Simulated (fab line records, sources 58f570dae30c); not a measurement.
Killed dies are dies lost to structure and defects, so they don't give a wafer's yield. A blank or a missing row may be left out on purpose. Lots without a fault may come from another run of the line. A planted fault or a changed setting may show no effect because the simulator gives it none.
fab line records | flow berkeley_cmos170
record lots=5 wafers=23
route steps=331 shown NLDD@167 PSD@178 NSD@195 SDANNEAL@204 CONTACT@226 M1@242
start_h: hours from the record's first day to the start of the lot's first wafer shown | wait_h: hours since the lot's step before | " the same as in the row above | L1.1+2: a row that stands for several wafers | - no value, or no start given | * or withheld: withheld | < > ~ a bound
route shown NAME@n: a module of which the file shows steps, and the number in the route of the first | usual: mean/standard deviation of fault-free wafers | same: alike in all rows | chamber/n: place in a boat | sites: the reading at each site | _std_site: their standard deviation | _edge_site: outer sites' mean less inner sites' | radius_mm: how far each site lies from the wafer's centre | mask NAME#n: copy n | behind: the tool/chamber that last shaped the wafer | hold: why the lot was held/for how many hours/how that ended | device: the transistor (n, p or np) that didn't switch | end of line: the same wafers' tests at the end of the route | a step without rows: its recipe alone | killed: dies lost to structure and defects at the first sort, not the wafer's yield | map: a wafer's dies, x killed, . not, _ none there
set.NAME: the setting as run; set.NAME@STEP: as run at that earlier step | model.NAME: the simulator's own value behind a step, which no gauge read
lots whose settings were changed on purpose; a table a step, a row a wafer
## steps
# step UCB170_NLDD_IMPLANT_09
# recipe species=As dose_cm2=5e+13 energy_kev=30 tilt_deg=7 rotation_deg=180
# columns lot.wafer tool chamber start_h wait_h set.energy_kev model.implant.rp_nm model.implant.drp_nm
L074.1+2 implanter-02 0 124.05 0.1 31.23 22.4 9.898
L074.3+4+6 " 0 " " 30 21.72 9.611
L077.1+2 implanter-01 0 149.05 0.1 30 21.16 9.611
L077.3+4+6 " 0 " " 28.79 20.51 9.328
L080.2+3+6 implanter-01 0 159.82 0.1 30 21.66 9.611
L084.1+2+3+4+6 implanter-01 0 173.85 0.1 30 21.82 9.611
L085.1+5 implanter-03 0 174.13 0.1 30 21.44 9.611
L085.2+3+4 " 0 " " 29.55 21.2 9.505
# step UCB170_PSD_EXPOSE_03
# recipe mask_id=PSELECT_MOD na=0.5 sigma_outer=0.6 source_shape=conventional target_cd_nm=1200 dose_mj=30
# columns lot.wafer tool chamber start_h wait_h mask set.dose_mj
L074.1+4 krf_scanner-02 0 129.94 0.2 PSELECT_MOD#0 28.11
L074.2+3+6 " 0 " " PSELECT_MOD#0 30
L077.1+2+3 krf_scanner-01 0 152.53 0.1 PSELECT_MOD#0 30
L077.4+6 " 0 " " PSELECT_MOD#0 27.92
L080.2+3+6 krf_scanner-01 0 163.88 0.3 PSELECT_MOD#0 30
L084.1+6 krf_scanner-01 0 180.76 0.1 PSELECT_MOD#0 30
L084.2+3+4 " 0 " " PSELECT_MOD#0 28.41
L085.1+3+5 krf_scanner-02 0 181.12 0.4 PSELECT_MOD#0 30
L085.2+4 " 0 " " PSELECT_MOD#0 27.97
# step UCB170_PSD_PEB_04
# recipe peb_temp_c=130 peb_time_s=withheld resist=KrF
# step UCB170_PSD_DEVELOP_05
# recipe developer=TMAH develop_time_s=45 resist=KrF dev_temp_c=21
# step UCB170_PSD_CD_MEAS_06
# recipe target_cd_nm=1200
# usual cd_nm=1199.1/1.4
# columns lot.wafer tool chamber start_h wait_h set.dose_mj@PSD_EXPOSE_03 cd_nm
L074.1 cd_sem-01 - 130.82 - 28.11 1187.7
L074.2 " - " " 30 1199.9
L074.3 " - " " 30 1199.7
L074.4 " - " " 28.11 1187.9
L074.6 " - " " 30 1199.9
L077.1 cd_sem-01 - 153.25 - 30 1197.9
L077.2 " - " " 30 1198.3
L077.3 " - " " 30 1198.4
L077.4 " - " " 27.92 1184.8
L077.6 " - " " 27.92 1185.4
L080.2 cd_sem-01 - 164.64 - 30 1200.9
L080.3 " - " " 30 1200.9
L080.6 " - " " 30 1201.2
L084.1 cd_sem-01 - 181.48 - 30 1197.9
L084.2 " - " " 28.41 1187.9
L084.3 " - " " 28.41 1187.8
L084.4 " - " " 28.41 1188.0
L084.6 " - " " 30 1196.7
L085.1 cd_sem-01 - 181.97 - 30 1198.1
L085.2 " - " " 27.97 1187.4
L085.3 " - " " 30 1198.6
L085.4 " - " " 27.97 1186.9
L085.5 " - " " 30 1199.7
# step UCB170_NSD_IMPLANT_08
# recipe species=P dose_cm2=3e+15 energy_kev=40 tilt_deg=7
# columns lot.wafer tool chamber start_h wait_h set.dose_cm2
L074.1+3 implanter-04 0 133.21 0.0 3e+15
L074.2+4+6 " 0 " " 2.783e+15
L077.1+2+6 implanter-03 0 155.31 0.0 3.199e+15
L077.3+4 " 0 " " 3e+15
L080.2+3+6 implanter-01 0 167.90 0.0 3e+15
L084.1+4 implanter-04 0 183.64 0.0 3.092e+15
L084.2+3+6 " 0 " " 3e+15
L085.1+2+3 implanter-04 0 184.41 0.0 3.19e+15
L085.4+5 " 0 " " 3e+15
# step UCB170_NSD_STRIP_09
# recipe chemistry=O2 power_w=400 pressure_mtorr=3500 platen_temp_c=withheld o2_flow_sccm=400 overash_fraction=0.5
# usual strip_time_to_endpoint_s=35.85/0.064
# columns lot.wafer tool chamber start_h wait_h set.dose_cm2@NSD_IMPLANT_08 strip_time_to_endpoint_s
L074.1 plasma_asher-03 1 133.36 0.1 3e+15 35.83
L074.2 " 0 " " 2.783e+15 35.10
L074.3 " 0 " " 3e+15 35.80
L074.4 " 1 " " 2.783e+15 35.12
L074.6 " 1 " " 2.783e+15 35.19
L077.1 plasma_asher-01 0 155.50 0.2 3.199e+15 36.45
L077.2 " 1 " " 3.199e+15 36.51
L077.3 " 1 " " 3e+15 35.82
L077.4 " 0 " " 3e+15 35.80
L077.6 " 0 " " 3.199e+15 36.42
L080.2 plasma_asher-03 1 168.03 0.1 3e+15 35.87
L080.3 " 0 " " 3e+15 35.86
L080.6 " 1 " " 3e+15 35.85
L084.1 plasma_asher-03 0 183.79 0.1 3.092e+15 36.20
L084.2 " 1 " " 3e+15 35.88
L084.3 " 1 " " 3e+15 35.89
L084.4 " 0 " " 3.092e+15 36.22
L084.6 " 1 " " 3e+15 35.89
L085.1 plasma_asher-04 0 184.56 0.1 3.19e+15 36.45
L085.2 " 1 " " 3.19e+15 36.37
L085.3 " 1 " " 3.19e+15 36.46
L085.4 " 0 " " 3e+15 35.83
L085.5 " 0 " " 3e+15 35.85
# step UCB170_SDANNEAL_RTA_00
# recipe temp_c=900 time_s=10 ambient=N2
# columns lot.wafer tool chamber start_h wait_h set.time_s
L074.1+2+6 rtp_anneal-02 0 134.59 0.0 10
L074.3+4 " 0 " " 9.31
L077.1+2+3+4+6 rtp_anneal-01 0 156.78 0.0 10
L080.2+3+6 rtp_anneal-02 0 170.36 0.0 10
L084.1+2+3+4+6 rtp_anneal-01 0 185.20 0.0 10
L085.1+4 rtp_anneal-01 0 185.75 0.0 10
L085.2+3+5 " 0 " " 10.84
# step UCB170_SDANNEAL_RTA_01
# recipe temp_c=1050 time_s=5 ambient=N2
# step UCB170_SDANNEAL_RS_MEAS_03
# recipe thk_meas_gauge=four-point-probe
# usual NSD_RS=37.23/0.075
# columns lot.wafer tool chamber start_h wait_h set.dose_cm2@NSD_IMPLANT_08 NSD_RS[ohm/sq]
L074.1 film_metro-03 - 134.84 0.1 3e+15 37.34
L074.2 " - " " 2.783e+15 38.66
L074.3 " - " " 3e+15 37.25
L074.4 " - " " 2.783e+15 38.65
L074.6 " - " " 2.783e+15 38.63
L077.1 film_metro-02 - 157.03 0.1 3.199e+15 36.21
L077.2 " - " " 3.199e+15 36.05
L077.3 " - " " 3e+15 37.06
L077.4 " - " " 3e+15 37.14
L077.6 " - " " 3.199e+15 36.20
L080.2 film_metro-02 - 170.61 0.1 3e+15 37.17
L080.3 " - " " 3e+15 37.25
L080.6 " - " " 3e+15 37.16
L084.1 film_metro-02 - 185.45 0.1 3.092e+15 36.79
L084.2 " - " " 3e+15 37.21
L084.3 " - " " 3e+15 37.17
L084.4 " - " " 3.092e+15 36.71
L084.6 " - " " 3e+15 37.25
L085.1 film_metro-02 - 186.00 0.1 3.19e+15 36.17
L085.2 " - " " 3.19e+15 36.20
L085.3 " - " " 3.19e+15 36.09
L085.4 " - " " 3e+15 37.23
L085.5 " - " " 3e+15 37.17
# step UCB170_SDANNEAL_RS_MEAS_05
# recipe thk_meas_gauge=four-point-probe
# usual NLDD_RS=616.0/1.2
# columns lot.wafer tool chamber start_h wait_h set.energy_kev@NLDD_IMPLANT_08 NLDD_RS[ohm/sq]
L074.1 film_metro-03 - 135.08 0.1 31.63 610.0
L074.2 " - " " 31.63 610.8
L074.3 " - " " 30 617.1
L074.4 " - " " 31.63 611.4
L074.6 " - " " 30 615.7
L077.1 film_metro-02 - 157.27 0.1 30 616.0
L077.2 " - " " 30 614.1
L077.3 " - " " 30 616.2
L077.4 " - " " 30 616.0
L077.6 " - " " 30 615.4
L080.2 film_metro-02 - 170.85 0.1 30 615.6
L080.3 " - " " 30 616.0
L080.6 " - " " 30 614.9
L084.1 film_metro-02 - 185.69 0.1 29 618.9
L084.2 " - " " 29 619.1
L084.3 " - " " 29 618.3
L084.4 " - " " 30 617.0
L084.6 " - " " 30 616.6
L085.1 film_metro-02 - 186.24 0.1 31.54 611.4
L085.2 " - " " 31.54 611.9
L085.3 " - " " 30 616.3
L085.4 " - " " 31.54 611.7
L085.5 " - " " 30 613.3
# step UCB170_CONTACT_COAT_10
# recipe resist=KrF spin_rpm=1500 resist_thk_nm=900
# columns lot.wafer tool chamber start_h wait_h set.resist_thk_nm model.KrF_of_CONTACT_COAT_10.thk_nm
L074.1 litho_track-02 0 - - 900 902.8
L074.2 " 0 " " 864.6 867.6
L074.3 " 0 " " 900 904
L074.4 " 0 " " 900 905.6
L074.6 " 0 " " 864.6 867.2
L077.1 litho_track-02 0 - - 900 902.9
L077.2 " 0 " " 900 900.5
L077.3 " 0 " " 900 901.9
L077.4 " 0 " " 900 900.2
L077.6 " 0 " " 900 899.2
L080.2 litho_track-04 0 - - 900 900.3
L080.3 " 0 " " 900 899.1
L080.6 " 0 " " 900 902.4
L084.1 litho_track-02 0 - - 900 900.9
L084.2 " 0 " " 900 904.7
L084.3 " 0 " " 900 899.1
L084.4 " 0 " " 900 903.3
L084.6 " 0 " " 900 897.8
L085.1 litho_track-04 0 - - 900 899.6
L085.2 " 0 " " 860.8 860.9
L085.3 " 0 " " 900 902.4
L085.4 " 0 " " 900 896.8
L085.5 " 0 " " 860.8 864.6
# step UCB170_CONTACT_EXPOSE_12
# recipe mask_id=CONT target_cd_nm=700 na=0.5 sigma_outer=0.6 source_shape=conventional dose_mj=35
# columns lot.wafer tool chamber start_h wait_h mask set.dose_mj
L074.1+2 krf_scanner-02 0 138.94 - CONT#0 35
L074.3+4+6 " 0 " " CONT#0 32.42
L077.1+6 krf_scanner-01 0 161.28 - CONT#0 35.79
L077.2+3+4 " 0 " " CONT#0 35
L080.2+3+6 krf_scanner-02 0 176.35 - CONT#0 35
L084.1+4+6 krf_scanner-01 0 190.17 - CONT#0 35.8
L084.2+3 " 0 " " CONT#0 35
L085.1+2+5 krf_scanner-02 0 192.01 - CONT#0 35
L085.3+4 " 0 " " CONT#0 36.51
# step UCB170_CONTACT_PEB_13
# recipe peb_temp_c=130 peb_time_s=withheld resist=KrF
# step UCB170_CONTACT_DEVELOP_14
# recipe developer=TMAH develop_time_s=45 resist=KrF dev_temp_c=21
# step UCB170_CONTACT_CD_MEAS_15
# recipe target_cd_nm=700
# usual cd_nm=699.1/1.4
# columns lot.wafer tool chamber start_h wait_h set.dose_mj@CONTACT_EXPOSE_12 cd_nm
L074.1 cd_sem-01 - 139.33 - 35 700.4
L074.2 " - " " 35 702.2
L074.3 " - " " 32.42 687.1
L074.4 " - " " 32.42 688.1
L074.6 " - " " 32.42 687.5
L077.1 cd_sem-02 - 161.67 - 35.79 705.3
L077.2 " - " " 35 700.0
L077.3 " - " " 35 700.6
L077.4 " - " " 35 700.7
L077.6 " - " " 35.79 704.2
L080.2 cd_sem-01 - 176.75 - 35 697.6
L080.3 " - " " 35 697.4
L080.6 " - " " 35 698.1
L084.1 cd_sem-01 - 190.71 - 35.8 700.7
L084.2 " - " " 35 696.8
L084.3 " - " " 35 697.2
L084.4 " - " " 35.8 700.8
L084.6 " - " " 35.8 702.7
L085.1 cd_sem-01 - 193.16 - 35 700.0
L085.2 " - " " 35 701.7
L085.3 " - " " 36.51 707.0
L085.4 " - " " 36.51 708.7
L085.5 " - " " 35 701.3
# step UCB170_CONTACT_ETCH_17
# recipe chemistry=N2/H2 target_depth_a=withheld overetch_a=withheld target=BARC time_s=withheld source_w=500 bias_w=100 pressure_mtorr=30 n2_flow_sccm=100 h2_flow_sccm=200
# columns lot.wafer tool chamber start_h wait_h set.dose_mj@CONTACT_EXPOSE_12 model.CONTACT.cd_nm
L074.1 rie_diel-02 1 139.49 0.0 35 701
L074.2 " 2 " " 35 702.6
L074.3 " 3 " " 32.42 687.4
L074.4 " 0 " " 32.42 688.9
L074.6 " 2 " " 32.42 688
L077.1 rie_diel-03 0 161.82 0.0 35.79 705.2
L077.2 " 2 " " 35 700.6
L077.3 " 1 " " 35 700
L077.4 " 3 " " 35 700.1
L077.6 " 0 " " 35.79 704
L080.2 rie_diel-01 3 176.88 0.0 35 697.7
L080.3 " 2 " " 35 697.6
L080.6 " 0 " " 35 698.2
L084.1 rie_diel-03 2 190.86 0.0 35.8 701.4
L084.2 " 0 " " 35 697
L084.3 " 3 " " 35 696.3
L084.4 " 1 " " 35.8 701.2
L084.6 " 2 " " 35.8 703.3
L085.1 rie_diel-01 0 193.31 0.0 35 700.7
L085.2 " 3 " " 35 702.6
L085.3 " 2 " " 36.51 707.4
L085.4 " 1 " " 36.51 708.8
L085.5 " 2 " " 35 701.8
# step UCB170_CONTACT_ETCH_18
# recipe chemistry=CHF3/CF4/Ar target=PSG stop_on=TiSi2 CHF3_flow_sccm=45 cf4_flow_sccm=15 Ar_flow_sccm=150 pressure_mtorr=200 rf_w=700 target_depth_a=8400 over_etch_frac=0.2 time_s=195
# columns lot.wafer tool chamber start_h wait_h set.resist_thk_nm@CONTACT_COAT_10 set.dose_mj@CONTACT_EXPOSE_12 model.KrF_of_CONTACT_COAT_10.thk_nm model.CONTACT.cd_nm
L074.1 rie_diel-02 1 - - 900 35 696.8 700.8
L074.2 " 2 " " 864.6 35 658.9 702
L074.3 " 3 " " 900 32.42 698.6 686.4
L074.4 " 0 " " 900 32.42 699.5 688.2
L074.6 " 2 " " 864.6 32.42 662.4 687.2
L077.1 rie_diel-03 0 - - 900 35.79 692.9 705.4
L077.2 " 2 " " 900 35 692.4 700.6
L077.3 " 1 " " 900 35 692.4 699.8
L077.4 " 3 " " 900 35 692.7 699.9
L077.6 " 0 " " 900 35.79 688.6 704.2
L080.2 rie_diel-01 3 - - 900 35 692.1 697.3
L080.3 " 2 " " 900 35 689.5 697.7
L080.6 " 0 " " 900 35 694.6 698.1
L084.1 rie_diel-03 2 - - 900 35.8 692 701.4
L084.2 " 0 " " 900 35 695.8 697.5
L084.3 " 3 " " 900 35 693.2 696.4
L084.4 " 1 " " 900 35.8 694.4 701.6
L084.6 " 2 " " 900 35.8 688.8 703.4
L085.1 rie_diel-01 0 - - 900 35 690.6 700.4
L085.2 " 3 " " 860.8 35 652.1 702
L085.3 " 2 " " 900 36.51 693.6 707.2
L085.4 " 1 " " 900 36.51 692.1 708.9
L085.5 " 2 " " 860.8 35 656.5 701.8
# step UCB170_CONTACT_STRIP_19
# recipe chemistry=O2 power_w=400 pressure_mtorr=3500 platen_temp_c=withheld o2_flow_sccm=400 overash_fraction=0.5
# step UCB170_CONTACT_CD_MEAS_90
# recipe target_cd_nm=700
# usual cd_nm=699.1/1.5
# columns lot.wafer tool chamber start_h wait_h set.dose_mj@CONTACT_EXPOSE_12 cd_nm
L074.1 cd_sem-02 - 139.75 0.1 35 700.8
L074.2 " - " " 35 701.8
L074.3 " - " " 32.42 686.4
L074.4 " - " " 32.42 688.4
L074.6 " - " " 32.42 687.2
L077.1 cd_sem-01 - 162.09 0.1 35.79 705.4
L077.2 " - " " 35 700.6
L077.3 " - " " 35 699.6
L077.4 " - " " 35 699.5
L077.6 " - " " 35.79 704.1
L080.2 cd_sem-01 - 177.17 0.1 35 697.1
L080.3 " - " " 35 697.6
L080.6 " - " " 35 698.1
L084.1 cd_sem-02 - 191.13 0.1 35.8 701.5
L084.2 " - " " 35 697.3
L084.3 " - " " 35 696.5
L084.4 " - " " 35.8 702.0
L084.6 " - " " 35.8 703.5
L085.1 cd_sem-02 - 193.58 0.1 35 700.5
L085.2 " - " " 35 702.2
L085.3 " - " " 36.51 707.2
L085.4 " - " " 36.51 708.9
L085.5 " - " " 35 702.0
# step UCB170_M1_COAT_04
# recipe resist=KrF spin_rpm=1500 resist_thk_nm=900
# columns lot.wafer tool chamber start_h wait_h set.spin_rpm model.KrF_of_M1_COAT_04.thk_nm
L074.1 litho_track-04 0 - - 1500 905.6
L074.2 " 0 " " 1500 900.8
L074.3 " 0 " " 1500 902.2
L074.4 " 0 " " 1500 904.7
L074.6 " 0 " " 1500 906.7
L077.1 litho_track-04 0 - - 1500 903.1
L077.2 " 0 " " 1500 903
L077.3 " 0 " " 1500 905.9
L077.4 " 0 " " 1500 904.7
L077.6 " 0 " " 1500 904.5
L080.2 litho_track-03 0 - - 1500 900.1
L080.3 " 0 " " 1500 902
L080.6 " 0 " " 1500 900.8
L084.1 litho_track-03 0 - - 1567 880.3
L084.2 " 0 " " 1500 897.5
L084.3 " 0 " " 1567 880.4
L084.4 " 0 " " 1567 882.7
L084.6 " 0 " " 1500 897.6
L085.1 litho_track-03 0 - - 1500 896
L085.2 " 0 " " 1561 879.1
L085.3 " 0 " " 1561 880.1
L085.4 " 0 " " 1561 878.7
L085.5 " 0 " " 1500 895.6
# step UCB170_M1_METAL_ETCH_12
# recipe chemistry=Cl2/BCl3 target=Al stop_on=PSG pressure_mtorr=12 target_depth_a=7800 over_etch_frac=0.3 time_s=130 icp_w=600 bias_w=120 Cl2_flow_sccm=90 bcl3_flow_sccm=45
# usual oes_product_au=0.859/0.011
# columns lot.wafer tool chamber start_h wait_h set.time_s oes_product_au model.KrF_of_M1_COAT_04.thk_nm
L074.1 rie_metal-04 1 141.45 - 112.5 0.943 491.6
L074.2 " 0 " " 130 0.867 437.9
L074.3 " 0 " " 112.5 0.944 495.1
L074.4 " 1 " " 130 0.866 427.2
L074.6 " 1 " " 112.5 0.938 492.9
L077.1 rie_metal-01 1 167.64 - 120.9 0.903 477.9
L077.2 " 0 " " 130 0.848 443.3
L077.3 " 1 " " 130 0.874 450.1
L077.4 " 0 " " 120.9 0.879 477.8
L077.6 " 1 " " 120.9 0.910 480.3
L080.2 rie_metal-04 0 178.85 - 130 0.860 436.5
L080.3 " 1 " " 130 0.854 425.7
L080.6 " 1 " " 130 0.858 425.4
L084.1 rie_metal-01 1 193.88 - 130 0.866 425.9
L084.2 " 0 " " 140.2 0.837 408
L084.3 " 1 " " 130 0.870 425.7
L084.4 " 0 " " 140.2 0.845 386.2
L084.6 " 1 " " 130 0.875 444.2
L085.1 rie_metal-03 1 195.72 - 130 0.862 420.1
L085.2 " 0 " " 130 0.846 408
L085.3 " 0 " " 130 0.852 408.2
L085.4 " 1 " " 130 0.873 402.8
L085.5 " 0 " " 130 0.851 425.9
## key
split step=UCB170_NLDD_IMPLANT_09 setting=energy_kev stated=30 by=wafer
response step=UCB170_NLDD_IMPLANT_09 reading=model.implant.rp_nm change=+0.164 per=1% r=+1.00
response step=UCB170_NLDD_IMPLANT_09 reading=model.implant.drp_nm change=+0.0702 per=1% r=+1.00
split step=UCB170_PSD_EXPOSE_03 setting=dose_mj stated=30 by=wafer
response step=UCB170_PSD_CD_MEAS_06 reading=cd_nm change=+1.82 per=1% r=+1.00
split step=UCB170_NSD_IMPLANT_08 setting=dose_cm2 stated=3e+15 by=wafer
response step=UCB170_NSD_STRIP_09 reading=strip_time_to_endpoint_s change=* per=1% r=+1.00
response step=UCB170_SDANNEAL_RS_MEAS_03 reading=NSD_RS change=-0.165 per=1% r=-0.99
split step=UCB170_SDANNEAL_RTA_00 setting=time_s stated=10 by=wafer
response none clear
split step=UCB170_CONTACT_COAT_10 setting=resist_thk_nm stated=900 by=wafer
response step=UCB170_CONTACT_COAT_10 reading=model.KrF_of_CONTACT_COAT_10.thk_nm change=+8.85 per=1% r=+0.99
response step=UCB170_CONTACT_ETCH_18 reading=model.KrF_of_CONTACT_COAT_10.thk_nm change=+9.08 per=1% r=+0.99
split step=UCB170_CONTACT_EXPOSE_12 setting=dose_mj stated=35 by=wafer
response step=UCB170_CONTACT_CD_MEAS_15 reading=cd_nm change=+1.81 per=1% r=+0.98
response step=UCB170_CONTACT_ETCH_17 reading=model.CONTACT.cd_nm change=+1.81 per=1% r=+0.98
response step=UCB170_CONTACT_ETCH_18 reading=model.CONTACT.cd_nm change=+1.86 per=1% r=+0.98
response step=UCB170_CONTACT_CD_MEAS_90 reading=cd_nm change=+1.86 per=1% r=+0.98
split step=UCB170_M1_COAT_04 setting=spin_rpm stated=1500 by=wafer
response step=UCB170_M1_COAT_04 reading=model.KrF_of_M1_COAT_04.thk_nm change=-3.84 per=1% r=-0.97
split step=UCB170_M1_METAL_ETCH_12 setting=time_s stated=130 by=wafer
response step=UCB170_M1_METAL_ETCH_12 reading=oes_product_au change=-0.00514 per=1% r=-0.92
response step=UCB170_M1_METAL_ETCH_12 reading=model.KrF_of_M1_COAT_04.thk_nm change=-4.5 per=1% r=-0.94
split outside_this_file step=UCB170_NLDD_IMPLANT_08 setting=energy_kev
# split outside_this_file: this setting was split too, and the file shows its column; the key of that split is in another file
